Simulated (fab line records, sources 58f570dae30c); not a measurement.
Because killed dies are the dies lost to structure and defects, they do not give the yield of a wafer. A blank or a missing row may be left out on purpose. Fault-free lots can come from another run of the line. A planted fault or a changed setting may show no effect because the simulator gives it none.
Split-lot experiment || flow berkeley-cmos170 || route with 331 steps; 5 lots, 23 wafers read

== SPLIT DETAILS ==
At UCB170_ACTIVE_OXIDATION_02 (target thk 26.4 nm, ox time 1260 s), the setting temp-c was moved away from the recipe's 1000 C on 15 of the 23 wafers read, by +1.2% to +2.6%. This setting was run at the recipe's value on the other wafers.

Split to reading: the file shows no intervening step.

== THE READING ==
Values of ACTIVE_OXIDE_THK in nm from UCB170_ACTIVE_THK_MEAS_03. Fault-free wafers of this fab line usually give 26.6 nm, standard deviation 0.34 nm.

{"wafer": "L075.2", "tool, chamber at the split": "-, -", "temp-c as run, C": 1000, "against the recipe": "recipe", "ACTIVE_OXIDE_THK, nm": 26.8, "against lot-mates on the recipe": "-"}
{"wafer": "L075.3", "tool, chamber at the split": "-, -", "temp-c as run, C": 1000, "against the recipe": "recipe", "ACTIVE_OXIDE_THK, nm": 27.1, "against lot-mates on the recipe": "-"}
{"wafer": "L075.4", "tool, chamber at the split": "-, -", "temp-c as run, C": 1000, "against the recipe": "recipe", "ACTIVE_OXIDE_THK, nm": 26.7, "against lot-mates on the recipe": "-"}
{"wafer": "L075.5", "tool, chamber at the split": "-, -", "temp-c as run, C": 1000, "against the recipe": "recipe", "ACTIVE_OXIDE_THK, nm": 26.9, "against lot-mates on the recipe": "-"}
{"wafer": "L075.6", "tool, chamber at the split": "-, -", "temp-c as run, C": 1000, "against the recipe": "recipe", "ACTIVE_OXIDE_THK, nm": 26.6, "against lot-mates on the recipe": "-"}
{"wafer": "L077.1", "tool, chamber at the split": "-, -", "temp-c as run, C": 1026, "against the recipe": "+2.6%", "ACTIVE_OXIDE_THK, nm": 33.2, "against lot-mates on the recipe": "no lot-mate on the recipe"}
{"wafer": "L077.2", "tool, chamber at the split": "-, -", "temp-c as run, C": 1026, "against the recipe": "+2.6%", "ACTIVE_OXIDE_THK, nm": 33.7, "against lot-mates on the recipe": "no lot-mate on the recipe"}
{"wafer": "L077.3", "tool, chamber at the split": "-, -", "temp-c as run, C": 1026, "against the recipe": "+2.6%", "ACTIVE_OXIDE_THK, nm": 33.4, "against lot-mates on the recipe": "no lot-mate on the recipe"}
{"wafer": "L077.4", "tool, chamber at the split": "-, -", "temp-c as run, C": 1026, "against the recipe": "+2.6%", "ACTIVE_OXIDE_THK, nm": 32.9, "against lot-mates on the recipe": "no lot-mate on the recipe"}
{"wafer": "L077.6", "tool, chamber at the split": "-, -", "temp-c as run, C": 1026, "against the recipe": "+2.6%", "ACTIVE_OXIDE_THK, nm": 33.0, "against lot-mates on the recipe": "no lot-mate on the recipe"}
{"wafer": "L078.2", "tool, chamber at the split": "-, -", "temp-c as run, C": 1025, "against the recipe": "+2.5%", "ACTIVE_OXIDE_THK, nm": 33.5, "against lot-mates on the recipe": "no lot-mate on the recipe"}
{"wafer": "L078.3", "tool, chamber at the split": "-, -", "temp-c as run, C": 1025, "against the recipe": "+2.5%", "ACTIVE_OXIDE_THK, nm": 33.4, "against lot-mates on the recipe": "no lot-mate on the recipe"}
{"wafer": "L078.4", "tool, chamber at the split": "-, -", "temp-c as run, C": 1025, "against the recipe": "+2.5%", "ACTIVE_OXIDE_THK, nm": 33.4, "against lot-mates on the recipe": "no lot-mate on the recipe"}
{"wafer": "L078.5", "tool, chamber at the split": "-, -", "temp-c as run, C": 1025, "against the recipe": "+2.5%", "ACTIVE_OXIDE_THK, nm": 32.7, "against lot-mates on the recipe": "no lot-mate on the recipe"}
{"wafer": "L078.6", "tool, chamber at the split": "-, -", "temp-c as run, C": 1025, "against the recipe": "+2.5%", "ACTIVE_OXIDE_THK, nm": 33.3, "against lot-mates on the recipe": "no lot-mate on the recipe"}
{"wafer": "L082.3", "tool, chamber at the split": "furnace-04, 0", "temp-c as run, C": 1000, "against the recipe": "recipe", "ACTIVE_OXIDE_THK, nm": 26.4, "against lot-mates on the recipe": "-"}
{"wafer": "L082.5", "tool, chamber at the split": "furnace-04, 0", "temp-c as run, C": 1000, "against the recipe": "recipe", "ACTIVE_OXIDE_THK, nm": 26.3, "against lot-mates on the recipe": "-"}
{"wafer": "L082.6", "tool, chamber at the split": "furnace-04, 0", "temp-c as run, C": 1000, "against the recipe": "recipe", "ACTIVE_OXIDE_THK, nm": 26.4, "against lot-mates on the recipe": "-"}
{"wafer": "L080.1", "tool, chamber at the split": "-, -", "temp-c as run, C": 1012, "against the recipe": "+1.2%", "ACTIVE_OXIDE_THK, nm": 29.8, "against lot-mates on the recipe": "no lot-mate on the recipe"}
{"wafer": "L080.2", "tool, chamber at the split": "-, -", "temp-c as run, C": 1012, "against the recipe": "+1.2%", "ACTIVE_OXIDE_THK, nm": 29.3, "against lot-mates on the recipe": "no lot-mate on the recipe"}
{"wafer": "L080.3", "tool, chamber at the split": "-, -", "temp-c as run, C": 1012, "against the recipe": "+1.2%", "ACTIVE_OXIDE_THK, nm": 29.8, "against lot-mates on the recipe": "no lot-mate on the recipe"}
{"wafer": "L080.4", "tool, chamber at the split": "-, -", "temp-c as run, C": 1012, "against the recipe": "+1.2%", "ACTIVE_OXIDE_THK, nm": 29.8, "against lot-mates on the recipe": "no lot-mate on the recipe"}
{"wafer": "L080.6", "tool, chamber at the split": "-, -", "temp-c as run, C": 1012, "against the recipe": "+1.2%", "ACTIVE_OXIDE_THK, nm": 29.9, "against lot-mates on the recipe": "no lot-mate on the recipe"}

FIT RESULTS
A straight line over all 23 wafers: ACTIVE_OXIDE_THK changes by +2.59 nm for each +1% of temp-c; r = +1.00; the points scatter about the line by 0.29 nm.
Too few moved wafers with a lot-mate on the recipe to fit a line net of each lot's own level.

== THE WHOLE CHAIN: every reading that the file lists as answering this split, in the file's order ==
{"step": "UCB170_ACTIVE_OXIDATION_02", "what it does": "target thk 26.4 nm, ox time 1260 s", "reading": "SiO2_of_ACTIVE_OXIDATION_02.thk-nm (the simulator's own value, which no gauge read)", "change (the file's fit)": "+2.58 nm for each +1% of the setting", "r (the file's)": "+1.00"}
{"step": "UCB170_ACTIVE_THK_MEAS_03", "what it does": "", "reading": "ACTIVE_OXIDE_THK", "change (the file's fit)": "+2.58 for each +1% of the setting", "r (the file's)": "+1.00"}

== THE FILE'S OWN FIT ==
ACTIVE_OXIDE_THK changes by +2.58 nm for each +1% of temp-c, r = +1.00.
